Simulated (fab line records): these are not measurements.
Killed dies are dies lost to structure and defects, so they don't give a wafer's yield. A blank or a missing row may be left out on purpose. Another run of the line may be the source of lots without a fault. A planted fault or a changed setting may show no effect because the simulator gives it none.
fab line records	flow ritCmos
record: lots: 5	wafers: 23
route steps=202 shown ACTIVE@7 NWELL@36 PWELL@40 WELLDRIVE@50 PRETRO@65 GATE@84 NLDD@110 PLDD@122 M1@202
startH: the number of hours between the record's first day and the start of the first shown wafer of the lot	waitH: hours since the lot's step before	" as in the row above	L1.1+2: several wafers, shown together as one row	- either no value or no given start	* or withheld: withheld	< > ~ a bound
route shown NAME@n: NAME is a module with steps in the file, n the number in the route of the first one	usual: the fault-free wafers' mean and standard deviation	same: alike in all rows	chamber/n: place in a boat	sites: the reading at each site	_std_site: the standard deviation of these	_edge_site: inner sites' mean taken away from outer sites' mean	radiusMm: how far each site lies from the wafer's centre	mask NAME#n: copy n	behind: the tool/chamber that last shaped the wafer	hold: reason for holding the lot/hours on hold/outcome of the hold	device: transistor that didn't switch, given as n, p or np	end of line: tests run on the same wafers once the route is complete	where a step has no rows: the recipe by itself	killed: dies lost to structure and defects at the first sort, not the wafer's yield	map: a wafer's dies, marking killed ones x, the rest . and places with no die _
set.NAME: the setting the step ran with; set.NAME@STEP: the setting that earlier step ran with	model.NAME: the simulator's own value behind a step, which no gauge read
lots run with intentionally changed settings; tables by step, rows by wafer
== steps ==
step: RIT_ACTIVE_COAT_06
recipe: resist: NOVOLAK	spinRpm: 3250	resistThkNm: 1000
lot.wafer	tool	chamber	startH	waitH	set.resistThkNm	model.NOVOLAK_of_ACTIVE_COAT_06.thkNm
L074.1	lithoTrack-01	0	14.63	0.1	955.9	954.7
L074.2+4	"	0	"	"	1000	1001
L074.3	"	0	"	"	955.9	954
L074.5	"	0	"	"	1000	999.7
L075.1	lithoTrack-03	0	20.17	0.1	1000	999.6
L075.2	"	0	"	"	1000	1000
L075.3	"	0	"	"	1000	1001
L075.5	"	0	"	"	1000	998.7
L075.6	"	0	"	"	1000	1002
L076.1	lithoTrack-03	0	23.74	0.1	1000	1004
L076.2	"	0	"	"	1000	1003
L076.6	"	0	"	"	1000	999.1
L078.1	lithoTrack-03	0	33.74	0.1	1000	994.8
L078.2	"	0	"	"	1000	995.9
L078.4	"	0	"	"	1000	997.6
L078.5	"	0	"	"	1000	996.7
L078.6	"	0	"	"	1000	998.1
L085.2	lithoTrack-01	0	69.73	0.1	940.8	938.2
L085.3+6	"	0	"	"	1000	1001
L085.4	"	0	"	"	940.8	940.1
L085.5	"	0	"	"	940.8	940.4
step: RIT_ACTIVE_DEVELOP_10
recipe: resist: NOVOLAK	developTimeS: 50	devTempC: 23
lot.wafer	tool	chamber	startH	waitH	set.developTimeS
L074.1+5	lithoTrack-04	0	-	-	50
L074.2+3+4	"	0	"	"	46.42
L075.1+3	lithoTrack-03	0	-	-	50
L075.2+5+6	"	0	"	"	56.37
L076.1+2+6	lithoTrack-01	0	-	-	50
L078.1+4+6	lithoTrack-04	0	-	-	50
L078.2+5	"	0	"	"	54.58
L085.2+3+6	lithoTrack-04	0	-	-	50
L085.4+5	"	0	"	"	54.81
step: RIT_ACTIVE_CD_MEAS_11
recipe: targetCdNm: 1400
usual: cdNm: 1400.8/1.7
lot.wafer	tool	chamber	startH	waitH	set.resistThkNm@ACTIVE_COAT_06	set.developTimeS@ACTIVE_DEVELOP_10	cdNm
L074.1	cdSem-02	-	15.50	-	955.9	50	1398.4
L074.2	"	-	"	"	1000	46.42	1410.2
L074.3	"	-	"	"	955.9	46.42	1406.7
L074.4	"	-	"	"	1000	46.42	1409.2
L074.5	"	-	"	"	1000	50	1402.7
L075.1	cdSem-01	-	21.00	-	1000	50	1402.2
L075.2	"	-	"	"	1000	56.37	1388.9
L075.3	"	-	"	"	1000	50	1400.9
L075.5	"	-	"	"	1000	56.37	1388.8
L075.6	"	-	"	"	1000	56.37	1388.5
L076.1	cdSem-01	-	24.44	-	1000	50	1400.9
L076.2	"	-	"	"	1000	50	1401.7
L076.6	"	-	"	"	1000	50	1400.6
L078.1	cdSem-01	-	34.44	-	1000	50	1399.1
L078.2	"	-	"	"	1000	54.58	1393.0
L078.4	"	-	"	"	1000	50	1400.2
L078.5	"	-	"	"	1000	54.58	1393.3
L078.6	"	-	"	"	1000	50	1401.8
L085.2	cdSem-01	-	70.55	-	940.8	50	1396.5
L085.3	"	-	"	"	1000	50	1401.6
L085.4	"	-	"	"	940.8	54.81	1388.3
L085.5	"	-	"	"	940.8	54.81	1385.1
L085.6	"	-	"	"	1000	50	1403.6
step: RIT_ACTIVE_HARDBAKE_12
recipe: resist: NOVOLAK	tempC: 140	timeS: 60
lot.wafer	tool	chamber	startH	waitH	set.resistThkNm@ACTIVE_COAT_06	model.NOVOLAK_of_ACTIVE_COAT_06.thkNm
L074.1	lithoTrack-04	0	15.81	0.3	955.9	844.1
L074.2	"	0	"	"	1000	884.9
L074.3	"	0	"	"	955.9	843.6
L074.4	"	0	"	"	1000	885
L074.5	"	0	"	"	1000	883.6
L075.1	lithoTrack-03	0	21.12	0.1	1000	883.5
L075.2	"	0	"	"	1000	883.9
L075.3	"	0	"	"	1000	884.3
L075.5	"	0	"	"	1000	882.6
L075.6	"	0	"	"	1000	885.3
L076.1	lithoTrack-03	0	24.56	0.1	1000	886.9
L076.2	"	0	"	"	1000	886.5
L076.6	"	0	"	"	1000	882.9
L078.1	lithoTrack-04	0	34.56	0.1	1000	879.3
L078.2	"	0	"	"	1000	880.1
L078.4	"	0	"	"	1000	881.6
L078.5	"	0	"	"	1000	880.9
L078.6	"	0	"	"	1000	882.2
L085.2	lithoTrack-03	0	70.68	0.1	940.8	829.6
L085.3	"	0	"	"	1000	884.3
L085.4	"	0	"	"	940.8	831.3
L085.5	"	0	"	"	940.8	831.6
L085.6	"	0	"	"	1000	884.6
step: RIT_ACTIVE_ETCH_13
recipe: stopOn: SiO2	chemistry: SF6	target: Si3N4	timeS: 210	overEtchFrac: 0.4	SF6_flow_sccm: 200	pressureMtorr: 260	rfW: 125	targetDepthA: 2100
lot.wafer	tool	chamber	startH	waitH	set.resistThkNm@ACTIVE_COAT_06	set.developTimeS@ACTIVE_DEVELOP_10	model.NOVOLAK_of_ACTIVE_COAT_06.thkNm	model.ACTIVE.cdNm
L074.1	rieDiel-03	3	15.96	0.1	955.9	50	625	1399
L074.2	"	2	"	"	1000	46.42	658.7	1410
L074.3	"	0	"	"	955.9	46.42	624.3	1407
L074.4	"	1	"	"	1000	46.42	644.1	1409
L074.5	"	2	"	"	1000	50	656.9	1403
L075.1	rieDiel-03	3	21.27	0.1	1000	50	666.9	1402
L075.2	"	0	"	"	1000	56.37	663.5	1389
L075.3	"	2	"	"	1000	50	658.4	1401
L075.5	"	1	"	"	1000	56.37	642.3	1389
L075.6	"	2	"	"	1000	56.37	661.5	1389
L076.1	rieDiel-01	1	24.71	0.1	1000	50	665.1	1401
L076.2	"	3	"	"	1000	50	655.7	1402
L076.6	"	2	"	"	1000	50	654.7	1401
L078.1	rieDiel-04	2	34.71	0.1	1000	50	664	1400
L078.2	"	0	"	"	1000	54.58	644.4	1393
L078.4	"	3	"	"	1000	50	641.6	1400
L078.5	"	2	"	"	1000	54.58	667.2	1394
L078.6	"	1	"	"	1000	50	653.1	1402
L085.2	rieDiel-01	2	70.80	0.1	940.8	50	601.8	1396
L085.3	"	1	"	"	1000	50	665.4	1402
L085.4	"	0	"	"	940.8	54.81	612.5	1388
L085.5	"	3	"	"	940.8	54.81	604.1	1385
L085.6	"	0	"	"	1000	50	669.9	1403
step: RIT_ACTIVE_STRIP_14
recipe: chemistry: O2	timeS: 180	resist: NOVOLAK	platenTempC: withheld	powerW: 500	pressureMtorr: 4000	o2FlowSccm: 4000
step: RIT_ACTIVE_CD_MEAS_90
recipe: targetCdNm: 1400
usual: cdNm: 1400.8/1.7
lot.wafer	tool	chamber	startH	waitH	set.developTimeS@ACTIVE_DEVELOP_10	cdNm
L074.1	cdSem-01	-	16.27	0.1	50	1398.5
L074.2	"	-	"	"	46.42	1409.9
L074.3	"	-	"	"	46.42	1407.0
L074.4	"	-	"	"	46.42	1409.3
L074.5	"	-	"	"	50	1402.5
L075.1	cdSem-01	-	21.58	0.1	50	1402.0
L075.2	"	-	"	"	56.37	1389.0
L075.3	"	-	"	"	50	1400.8
L075.5	"	-	"	"	56.37	1389.2
L075.6	"	-	"	"	56.37	1389.2
L076.1	cdSem-01	-	25.02	0.1	50	1400.8
L076.2	"	-	"	"	50	1402.0
L076.6	"	-	"	"	50	1400.9
L078.1	cdSem-02	-	35.02	0.1	50	1399.7
L078.2	"	-	"	"	54.58	1392.9
L078.4	"	-	"	"	50	1400.0
L078.5	"	-	"	"	54.58	1393.3
L078.6	"	-	"	"	50	1401.6
L085.2	cdSem-02	-	71.13	0.1	50	1396.8
L085.3	"	-	"	"	50	1401.7
L085.4	"	-	"	"	54.81	1388.7
L085.5	"	-	"	"	54.81	1384.9
L085.6	"	-	"	"	50	1403.4
step: RIT_NWELL_IMPLANT_08
recipe: species: P	energyKev: 170	doseCm2: 5e+13	tiltDeg: 7
lot.wafer	tool	chamber	startH	waitH	set.doseCm2
L074.1+3+4	implanter-01	0	23.54	0.2	5.304e+13
L074.2+5	"	0	"	"	5e+13
L075.1+2+3	implanter-03	0	32.26	0.2	5e+13
L075.5+6	"	0	"	"	4.845e+13
L076.1+2+6	implanter-01	0	32.52	0.2	5e+13
L078.1+2+4	implanter-03	0	43.69	0.2	4.884e+13
L078.5+6	"	0	"	"	5e+13
L085.2+5+6	implanter-01	0	76.80	0.2	5e+13
L085.3+4	"	0	"	"	5.099e+13
step: RIT_PWELL_COAT_01
recipe: resist: NOVOLAK	spinRpm: 2000	resistThkNm: 1300
lot.wafer	tool	chamber	startH	waitH	set.spinRpm	model.NOVOLAK_of_PWELL_COAT_01.thkNm
L074.1+4	lithoTrack-02	0	24.07	0.1	2104	1267
L074.2	"	0	"	"	2000	1296
L074.3	"	0	"	"	2000	1301
L074.5	"	0	"	"	2104	1269
L075.1+3+5	lithoTrack-04	0	32.80	0.1	2000	1301
L075.2	"	0	"	"	2000	1302
L075.6	"	0	"	"	2000	1299
L076.1	lithoTrack-02	0	33.06	0.1	2000	1301
L076.2	"	0	"	"	2000	1297
L076.6	"	0	"	"	2000	1303
L078.1	lithoTrack-01	0	44.23	0.1	1921	1332
L078.2	"	0	"	"	1921	1333
L078.4+6	"	0	"	"	2000	1302
L078.5	"	0	"	"	2000	1306
L085.2	lithoTrack-04	0	77.33	0.1	2000	1298
L085.3	"	0	"	"	1920	1322
L085.4	"	0	"	"	2000	1293
L085.5	"	0	"	"	1920	1323
L085.6	"	0	"	"	1920	1324
step: RIT_PWELL_SOFTBAKE_02
recipe: resist: NOVOLAK	tempC: 90	timeS: 60
step: RIT_PWELL_EXPOSE_03
recipe: maskId: M3	na: 0.57	targetCdNm: 43700	doseMj: 250
step: RIT_PWELL_DEVELOP_05
recipe: resist: NOVOLAK	developTimeS: 68	devTempC: 23
step: RIT_PWELL_HARDBAKE_07
recipe: resist: NOVOLAK	tempC: 140	timeS: 120
lot.wafer	tool	chamber	startH	waitH	set.spinRpm@PWELL_COAT_01	model.NOVOLAK_of_PWELL_COAT_01.thkNm
L074.1+4	lithoTrack-02	0	24.96	0.0	2104	1108
L074.2	"	0	"	"	2000	1134
L074.3	"	0	"	"	2000	1138
L074.5	"	0	"	"	2104	1110
L075.1+3+5	lithoTrack-01	0	33.56	0.0	2000	1138
L075.2	"	0	"	"	2000	1139
L075.6	"	0	"	"	2000	1136
L076.1	lithoTrack-04	0	33.82	0.0	2000	1138
L076.2	"	0	"	"	2000	1135
L076.6	"	0	"	"	2000	1140
L078.1	lithoTrack-04	0	44.99	0.0	1921	1164
L078.2	"	0	"	"	1921	1166
L078.4	"	0	"	"	2000	1139
L078.5	"	0	"	"	2000	1142
L078.6	"	0	"	"	2000	1138
L085.2	lithoTrack-04	0	78.24	0.1	2000	1135
L085.3	"	0	"	"	1920	1156
L085.4	"	0	"	"	2000	1131
L085.5	"	0	"	"	1920	1157
L085.6	"	0	"	"	1920	1158
step: RIT_PWELL_IMPLANT_08
recipe: species: B	energyKev: 170	doseCm2: 7e+13	tiltDeg: 7
lot.wafer	tool	chamber	startH	waitH	set.doseCm2
L074.1+2+4	implanter-04	0	25.21	0.2	7e+13
L074.3+5	"	0	"	"	7.295e+13
L075.1+2+3+5+6	implanter-01	0	33.81	0.2	7e+13
L076.1+2+6	implanter-02	0	34.07	0.2	7e+13
L078.1+2+6	implanter-01	0	45.24	0.2	7e+13
L078.4+5	"	0	"	"	7.453e+13
L085.2+3+4	implanter-02	0	78.47	0.2	6.695e+13
L085.5+6	"	0	"	"	7e+13
step: RIT_PWELL_STRIP_09
recipe: chemistry: O2	timeS: 180	resist: NOVOLAK	platenTempC: withheld	powerW: 500	pressureMtorr: 4000	o2FlowSccm: 4000
step: RIT_WELLDRIVE_ANNEAL_00
recipe: tempC: 1100	timeS: 14700	ambient: N2
step: RIT_WELLDRIVE_RS_MEAS_01
recipe: thkMeasGauge: four-point-probe
usual: NWELL_RS: 275.7/0.74
lot.wafer	tool	chamber	startH	waitH	set.doseCm2@NWELL_IMPLANT_08	NWELL_RS[ohm/sq]
L074.1	filmMetro-01	-	33.53	0.0	5.304e+13	265.1
L074.2	"	-	"	"	5e+13	274.8
L074.3	"	-	"	"	5.304e+13	266.1
L074.4	"	-	"	"	5.304e+13	265.5
L074.5	"	-	"	"	5e+13	275.6
L075.1	filmMetro-01	-	39.28	0.0	5e+13	275.6
L075.2	"	-	"	"	5e+13	275.7
L075.3	"	-	"	"	5e+13	275.2
L075.5	"	-	"	"	4.845e+13	281.0
L075.6	"	-	"	"	4.845e+13	280.4
L076.1	filmMetro-04	-	40.28	0.0	5e+13	277.4
L076.2	"	-	"	"	5e+13	275.8
L076.6	"	-	"	"	5e+13	276.9
L078.1	filmMetro-04	-	50.71	0.0	4.884e+13	280.0
L078.2	"	-	"	"	4.884e+13	279.9
L078.4	"	-	"	"	4.884e+13	280.3
L078.5	"	-	"	"	5e+13	276.2
L078.6	"	-	"	"	5e+13	276.5
L085.2	filmMetro-04	-	85.52	0.0	5e+13	276.0
L085.3	"	-	"	"	5.099e+13	272.7
L085.4	"	-	"	"	5.099e+13	272.8
L085.5	"	-	"	"	5e+13	275.7
L085.6	"	-	"	"	5e+13	276.6
step: RIT_WELLDRIVE_RS_MEAS_02
recipe: thkMeasGauge: four-point-probe
usual: PWELL_RS: 429.9/1.3
lot.wafer	tool	chamber	startH	waitH	set.doseCm2@PWELL_IMPLANT_08	PWELL_RS[ohm/sq]
L074.1	filmMetro-01	-	33.65	0.1	7e+13	430.9
L074.2	"	-	"	"	7e+13	428.8
L074.3	"	-	"	"	7.295e+13	419.2
L074.4	"	-	"	"	7e+13	430.3
L074.5	"	-	"	"	7.295e+13	418.3
L075.1	filmMetro-01	-	39.40	0.1	7e+13	430.5
L075.2	"	-	"	"	7e+13	431.2
L075.3	"	-	"	"	7e+13	430.3
L075.5	"	-	"	"	7e+13	429.8
L075.6	"	-	"	"	7e+13	430.9
L076.1	filmMetro-04	-	40.40	0.1	7e+13	431.3
L076.2	"	-	"	"	7e+13	431.5
L076.6	"	-	"	"	7e+13	432.4
L078.1	filmMetro-04	-	50.83	0.1	7e+13	431.0
L078.2	"	-	"	"	7e+13	430.3
L078.4	"	-	"	"	7.453e+13	413.4
L078.5	"	-	"	"	7.453e+13	413.9
L078.6	"	-	"	"	7e+13	430.4
L085.2	filmMetro-04	-	85.64	0.1	6.695e+13	443.3
L085.3	"	-	"	"	6.695e+13	445.3
L085.4	"	-	"	"	6.695e+13	443.6
L085.5	"	-	"	"	7e+13	431.6
L085.6	"	-	"	"	7e+13	431.3
step: RIT_PRETRO_COAT_01
recipe: resist: NOVOLAK	spinRpm: 2000	resistThkNm: 1300
lot.wafer	tool	chamber	startH	waitH	set.resistThkNm	model.NOVOLAK_of_PRETRO_COAT_01.thkNm
L074.1	lithoTrack-01	0	35.62	0.1	1276	1281
L074.2	"	0	"	"	1276	1284
L074.3	"	0	"	"	1300	1305
L074.4	"	0	"	"	1300	1309
L074.5	"	0	"	"	1300	1306
L075.1+5	lithoTrack-04	0	41.22	0.1	1273	1271
L075.2+3	"	0	"	"	1300	1297
L075.6	"	0	"	"	1300	1298
L076.1	lithoTrack-04	0	42.38	0.1	1300	1301
L076.2	"	0	"	"	1300	1297
L076.6	"	0	"	"	1300	1305
L078.1	lithoTrack-03	0	52.78	0.1	1332	1324
L078.2	"	0	"	"	1300	1298
L078.4	"	0	"	"	1300	1296
L078.5	"	0	"	"	1332	1328
L078.6	"	0	"	"	1300	1297
L085.2+5	lithoTrack-03	0	87.47	0.1	1300	1296
L085.3	"	0	"	"	1259	1259
L085.4+6	"	0	"	"	1259	1258
step: RIT_PRETRO_SOFTBAKE_02
recipe: resist: NOVOLAK	tempC: 90	timeS: 60
step: RIT_PRETRO_EXPOSE_03
recipe: maskId: M5	na: 0.57	targetCdNm: 43700	doseMj: 250
step: RIT_PRETRO_DEVELOP_05
recipe: resist: NOVOLAK	developTimeS: 68	devTempC: 23
step: RIT_PRETRO_HARDBAKE_07
recipe: resist: NOVOLAK	tempC: 140	timeS: 120
lot.wafer	tool	chamber	startH	waitH	set.resistThkNm@PRETRO_COAT_01	model.NOVOLAK_of_PRETRO_COAT_01.thkNm
L074.1	lithoTrack-01	0	36.52	0.0	1276	1120
L074.2	"	0	"	"	1276	1123
L074.3	"	0	"	"	1300	1141
L074.4	"	0	"	"	1300	1145
L074.5	"	0	"	"	1300	1142
L075.1+5	lithoTrack-03	0	42.08	0.0	1273	1112
L075.2+6	"	0	"	"	1300	1135
L075.3	"	0	"	"	1300	1134
L076.1	lithoTrack-01	0	43.27	0.0	1300	1137
L076.2	"	0	"	"	1300	1134
L076.6	"	0	"	"	1300	1141
L078.1	lithoTrack-03	0	53.54	0.0	1332	1158
L078.2	"	0	"	"	1300	1135
L078.4	"	0	"	"	1300	1133
L078.5	"	0	"	"	1332	1161
L078.6	"	0	"	"	1300	1134
L085.2	lithoTrack-03	0	88.25	0.1	1300	1133
L085.3	"	0	"	"	1259	1102
L085.4	"	0	"	"	1259	1100
L085.5	"	0	"	"	1300	1134
L085.6	"	0	"	"	1259	1101
step: RIT_GATE_CVD_08
recipe: material: poly-Si	targetThkNm: 250	tempC: 610	precursor: SiH4	timeS: 2220	pressureMtorr: 300	sih4FlowSccm: 100
lot.wafer	tool	chamber	startH	waitH	set.sih4FlowSccm	model.poly-Si_of_GATE_CVD_08.thkNm
L074.1	-	-	-	0.1	100	255.4
L074.2	"	-	"	"	100	252.8
L074.3	"	-	"	"	100	254.2
L074.4	"	-	"	"	100	254.3
L074.5	"	-	"	"	100	254.8
L075.1	-	-	-	0.1	95.88	242.5
L075.2	"	-	"	"	95.88	239.2
L075.3	"	-	"	"	95.88	240.8
L075.5	"	-	"	"	95.88	239.6
L075.6	"	-	"	"	95.88	240.7
L076.1	lpcvd-01	1	46.64	0.8	100	250.7
L076.2	"	1	"	"	100	250.5
L076.6	"	1	"	"	100	249.3
L078.1	-	-	-	0.1	100	252.1
L078.2	"	-	"	"	100	251
L078.4	"	-	"	"	100	250.5
L078.5	"	-	"	"	100	251.4
L078.6	"	-	"	"	100	249.5
L085.2	-	-	-	0.0	114.7	286.1
L085.3	"	-	"	"	114.7	285.5
L085.4	"	-	"	"	114.7	287.9
L085.5	"	-	"	"	114.7	287.5
L085.6	"	-	"	"	114.7	288
step: RIT_GATE_THK_MEAS_09
recipe: reads: poly-Si_of_GATE_CVD_08
usual: GATE_POLY_THK: 250.4/2.5
lot.wafer	tool	chamber	startH	waitH	set.sih4FlowSccm@GATE_CVD_08	GATE_POLY_THK[nm]
L074.1	filmMetro-02	-	-	-	100	255.4
L074.2	"	-	"	"	100	252.8
L074.3	"	-	"	"	100	254.3
L074.4	"	-	"	"	100	254.3
L074.5	"	-	"	"	100	254.7
L075.1	filmMetro-03	-	-	-	95.88	242.5
L075.2	"	-	"	"	95.88	239.3
L075.3	"	-	"	"	95.88	240.5
L075.5	"	-	"	"	95.88	239.5
L075.6	"	-	"	"	95.88	240.7
L076.1	filmMetro-03	-	48.26	0.0	100	250.8
L076.2	"	-	"	"	100	250.4
L076.6	"	-	"	"	100	249.2
L078.1	filmMetro-03	-	-	-	100	252.1
L078.2	"	-	"	"	100	251.1
L078.4	"	-	"	"	100	250.5
L078.5	"	-	"	"	100	251.4
L078.6	"	-	"	"	100	249.3
L085.2	filmMetro-01	-	-	-	114.7	286.2
L085.3	"	-	"	"	114.7	285.4
L085.4	"	-	"	"	114.7	287.9
L085.5	"	-	"	"	114.7	287.6
L085.6	"	-	"	"	114.7	288.3
step: RIT_GATE_DEVELOP_15
recipe: resist: NOVOLAK	developTimeS: 50	devTempC: 23
lot.wafer	tool	chamber	startH	waitH	set.devTempC
L074.1+2+3+4+5	lithoTrack-03	0	-	-	23
L075.1+2+3+5+6	lithoTrack-03	0	-	-	23
L076.1+2+6	lithoTrack-03	0	-	-	23
L078.1+2+4	lithoTrack-03	0	-	-	23
L078.5+6	"	0	"	"	20.25
L085.2+6	lithoTrack-02	0	-	-	20
L085.3+4+5	"	0	"	"	23
step: RIT_NLDD_HARDBAKE_07
recipe: resist: NOVOLAK	tempC: 140	timeS: 60
lot.wafer	tool	chamber	startH	waitH	set.tempC	model.NOVOLAK_of_NLDD_COAT_01.thkNm
L074.1	lithoTrack-04	0	49.84	0.0	140	883.5
L074.2	"	0	"	"	136.6	886.3
L074.3	"	0	"	"	140	881.6
L074.4	"	0	"	"	140	882
L074.5	"	0	"	"	136.6	888.9
L075.1	lithoTrack-02	0	53.35	0.0	136.4	888.5
L075.2	"	0	"	"	140	879.9
L075.3	"	0	"	"	136.4	885.3
L075.5	"	0	"	"	140	881
L075.6	"	0	"	"	136.4	887.8
L076.1	lithoTrack-02	0	55.94	0.0	140	884.3
L076.2	"	0	"	"	140	887.1
L076.6	"	0	"	"	140	885.4
L078.1	lithoTrack-04	0	65.54	0.0	140	882.3
L078.2	"	0	"	"	138.3	887.2
L078.4	"	0	"	"	140	882.5
L078.5	"	0	"	"	138.3	884.1
L078.6	"	0	"	"	140	882
L085.2	lithoTrack-04	0	106.79	0.0	140	882.1
L085.3	"	0	"	"	140	883.2
L085.4	"	0	"	"	140	885
L085.5	"	0	"	"	140	880.7
L085.6	"	0	"	"	140	881.5
step: RIT_PLDD_IMPLANT_08
recipe: species: BF2	energyKev: 20	doseCm2: 9e+14	tiltDeg: 7
lot.wafer	tool	chamber	startH	waitH	set.doseCm2
L074.1+2	implanter-02	0	51.41	0.1	9.238e+14
L074.3+4+5	"	0	"	"	9e+14
L075.1+2+3	implanter-01	0	55.05	0.1	9e+14
L075.5+6	"	0	"	"	9.492e+14
L076.1+2+6	implanter-01	0	57.51	0.1	9e+14
L078.1+4+5	implanter-04	0	67.24	0.1	8.487e+14
L078.2+6	"	0	"	"	9e+14
L085.2+4+6	implanter-04	0	108.49	0.1	9e+14
L085.3+5	"	0	"	"	9.3e+14
step: RIT_M1_PROBE_99
lot.wafer	tool	chamber	startH	waitH	set.devTempC@GATE_DEVELOP_15	model.etest.nmos_0p15.driveUaUm	model.etest.nmos_0p15.rOnOhmUm	model.etest.nmos_0p3.rOnOhmUm	model.etest.npolyLine.lineOhmUm	model.etest.pmos_0p15.driveUaUm	model.etest.pmos_0p15.rOnOhmUm	model.etest.pmos_0p3.rOnOhmUm	model.etest.ppolyLine.lineOhmUm
L074.1	prober-02	-	65.49	0.1	23	453.2	1160	2205	171.2	257.5	2710	6345	162.6
L074.2	prober-02	-	65.54	0.1	23	452.7	1153	2204	171.1	265	2646	6137	166.5
L074.3	prober-02	-	65.59	0.2	23	441.2	1146	2208	175.4	253	2725	6282	168.9
L074.5	prober-02	-	65.69	0.2	23	446.7	1155	2221	179.9	261.5	2658	6185	171
L075.1	prober-01	-	68.93	0.1	23	481.8	1136	2156	174	268.1	2661	6197	167
L075.2	prober-01	-	68.98	0.1	23	482.1	1098	2101	169.1	269.6	2598	6052	164.6
L075.3	prober-01	-	69.03	0.2	23	479.1	1156	2177	174.5	264.1	2717	6264	168.4
L075.5	prober-01	-	69.13	0.2	23	479.7	1152	2167	168.6	272.1	2635	6095	166.3
L075.6	prober-01	-	69.18	0.2	23	496.9	1102	2106	178.4	287.9	2524	5942	175.8
L076.1	prober-02	-	71.57	0.1	23	474	1063	2122	172.7	271.8	2577	6132	169.3
L076.2	prober-02	-	71.62	0.1	23	467.2	1087	2187	174.1	264.3	2660	6324	167.5
L076.6	prober-02	-	71.82	0.2	23	469.8	1104	2182	175.6	265.1	2661	6272	170.6
L078.1	prober-02	-	81.09	0.1	23	449	1175	2209	162.9	243.6	2886	6412	158.1
L078.2	prober-02	-	81.14	0.1	23	455	1177	2205	162.5	253	2807	6272	153.7
L078.4	prober-02	-	81.24	0.2	23	444.2	1139	2221	167.3	249.9	2804	6355	157
L078.5	prober-02	-	81.29	0.2	20.25	531.4	1047	2091	204.2	304.9	2406	5898	196
L078.6	prober-02	-	81.34	0.2	20.25	534	1002	2030	194.1	299.6	2434	5907	186.6
L085.2	prober-02	-	122.53	0.1	20	537.3	1085	2089	206.7	291.1	2525	6003	196.9
L085.3	prober-02	-	122.58	0.2	23	447.9	1164	2185	163.9	236	2926	6430	157
L085.4	prober-02	-	122.63	0.2	23	463.1	1168	2175	180.3	243.5	2927	6349	169.4
L085.5	prober-02	-	122.68	0.2	23	443.9	1160	2187	178.5	243.4	2879	6334	169.6
L085.6	prober-02	-	122.73	0.2	20	527.8	1079	2084	205	294.1	2501	5948	189.6
killed by level:class
L076.1 GATE:geometricParticle:open=3 GATE:geometricParticle:short=2 FOX2:geometricParticle:open=1 REOX:geometricParticle:open=1 REOX:geometricParticle:short=1
L076.2 FOX1:geometricParticle:open=2 FOX1:geometricParticle:short=2 GATE:geometricParticle:open=1 REOX:geometricParticle:short=1
L076.6 GATE:geometricParticle:short=3 GATE:geometricParticle:open=2 FOX1:geometricParticle:open=1 REOX:geometricParticle:open=1 SILICIDE:geometricParticle:open=1
== key ==
split: step: RIT_ACTIVE_COAT_06	setting: resistThkNm	stated: 1000	by: wafer
response: step: RIT_ACTIVE_COAT_06	reading: model.NOVOLAK_of_ACTIVE_COAT_06.thkNm	change: +10.4	per: 1%	r: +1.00
response: step: RIT_ACTIVE_HARDBAKE_12	reading: model.NOVOLAK_of_ACTIVE_COAT_06.thkNm	change: +9.11	per: 1%	r: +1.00
response: step: RIT_ACTIVE_ETCH_13	reading: model.NOVOLAK_of_ACTIVE_COAT_06.thkNm	change: +9	per: 1%	r: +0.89
response: step: RIT_ACTIVE_CD_MEAS_11	reading: cdNm	slope: +0.999	per: 1%	togetherWith: developTimeS@ACTIVE_DEVELOP_10	explained: 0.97
response: step: RIT_ACTIVE_ETCH_13	reading: model.ACTIVE.cdNm	slope: +0.987	per: 1%	togetherWith: developTimeS@ACTIVE_DEVELOP_10	explained: 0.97
split: step: RIT_ACTIVE_DEVELOP_10	setting: developTimeS	stated: 50	by: wafer
response: step: RIT_ACTIVE_CD_MEAS_11	reading: cdNm	change: -1.08	per: 1%	r: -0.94
response: step: RIT_ACTIVE_ETCH_13	reading: model.ACTIVE.cdNm	change: -1.07	per: 1%	r: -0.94
response: step: RIT_ACTIVE_CD_MEAS_90	reading: cdNm	change: -1.06	per: 1%	r: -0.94
split: step: RIT_NWELL_IMPLANT_08	setting: doseCm2	stated: 5e+13	by: wafer
response: step: RIT_WELLDRIVE_RS_MEAS_01	reading: NWELL_RS	change: -1.61	per: 1%	r: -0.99
split: step: RIT_PWELL_COAT_01	setting: spinRpm	stated: 2000	by: wafer
response: step: RIT_PWELL_COAT_01	reading: model.NOVOLAK_of_PWELL_COAT_01.thkNm	change: -6.68	per: 1%	r: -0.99
response: step: RIT_PWELL_HARDBAKE_07	reading: model.NOVOLAK_of_PWELL_COAT_01.thkNm	change: -5.75	per: 1%	r: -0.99
split: step: RIT_PWELL_IMPLANT_08	setting: doseCm2	stated: 7e+13	by: wafer
response: step: RIT_WELLDRIVE_RS_MEAS_02	reading: PWELL_RS	change: -2.69	per: 1%	r: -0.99
split: step: RIT_PRETRO_COAT_01	setting: resistThkNm	stated: 1300	by: wafer
response: step: RIT_PRETRO_COAT_01	reading: model.NOVOLAK_of_PRETRO_COAT_01.thkNm	change: +12.3	per: 1%	r: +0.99
response: step: RIT_PRETRO_HARDBAKE_07	reading: model.NOVOLAK_of_PRETRO_COAT_01.thkNm	change: +10.6	per: 1%	r: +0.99
split: step: RIT_GATE_CVD_08	setting: sih4FlowSccm	stated: 100	by: lot
response: step: RIT_GATE_CVD_08	reading: model.poly-Si_of_GATE_CVD_08.thkNm	change: +2.43	per: 1%	r: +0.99
response: step: RIT_GATE_THK_MEAS_09	reading: GATE_POLY_THK	change: +2.44	per: 1%	r: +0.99
split: step: RIT_GATE_DEVELOP_15	setting: devTempC	stated: 23	by: wafer
response: step: RIT_M1_PROBE_99	reading: model.etest.pmos_0p15.rOnOhmUm	change: +32.3	per: 1%	r: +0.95
response: step: RIT_M1_PROBE_99	reading: model.etest.pmos_0p3.rOnOhmUm	change: +33.4	per: 1%	r: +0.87
response: step: RIT_M1_PROBE_99	reading: model.etest.nmos_0p15.rOnOhmUm	change: +8.72	per: 1%	r: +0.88
response: step: RIT_M1_PROBE_99	reading: model.etest.nmos_0p15.driveUaUm	change: -6.55	per: 1%	r: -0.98
response: step: RIT_M1_PROBE_99	reading: model.etest.pmos_0p15.driveUaUm	change: -4.19	per: 1%	r: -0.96
response: step: RIT_M1_PROBE_99	reading: model.etest.npolyLine.lineOhmUm	change: -2.65	per: 1%	r: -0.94
response: step: RIT_M1_PROBE_99	reading: model.etest.nmos_0p3.rOnOhmUm	change: +9.77	per: 1%	r: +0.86
response: step: RIT_M1_PROBE_99	reading: model.etest.ppolyLine.lineOhmUm	change: -2.5	per: 1%	r: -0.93
split: step: RIT_NLDD_HARDBAKE_07	setting: tempC	stated: 140	by: wafer
response: step: RIT_NLDD_HARDBAKE_07	reading: model.NOVOLAK_of_NLDD_COAT_01.thkNm	change: -2.46	per: 1%	r: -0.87
split: step: RIT_PLDD_IMPLANT_08	setting: doseCm2	stated: 9e+14	by: wafer
response none in this file
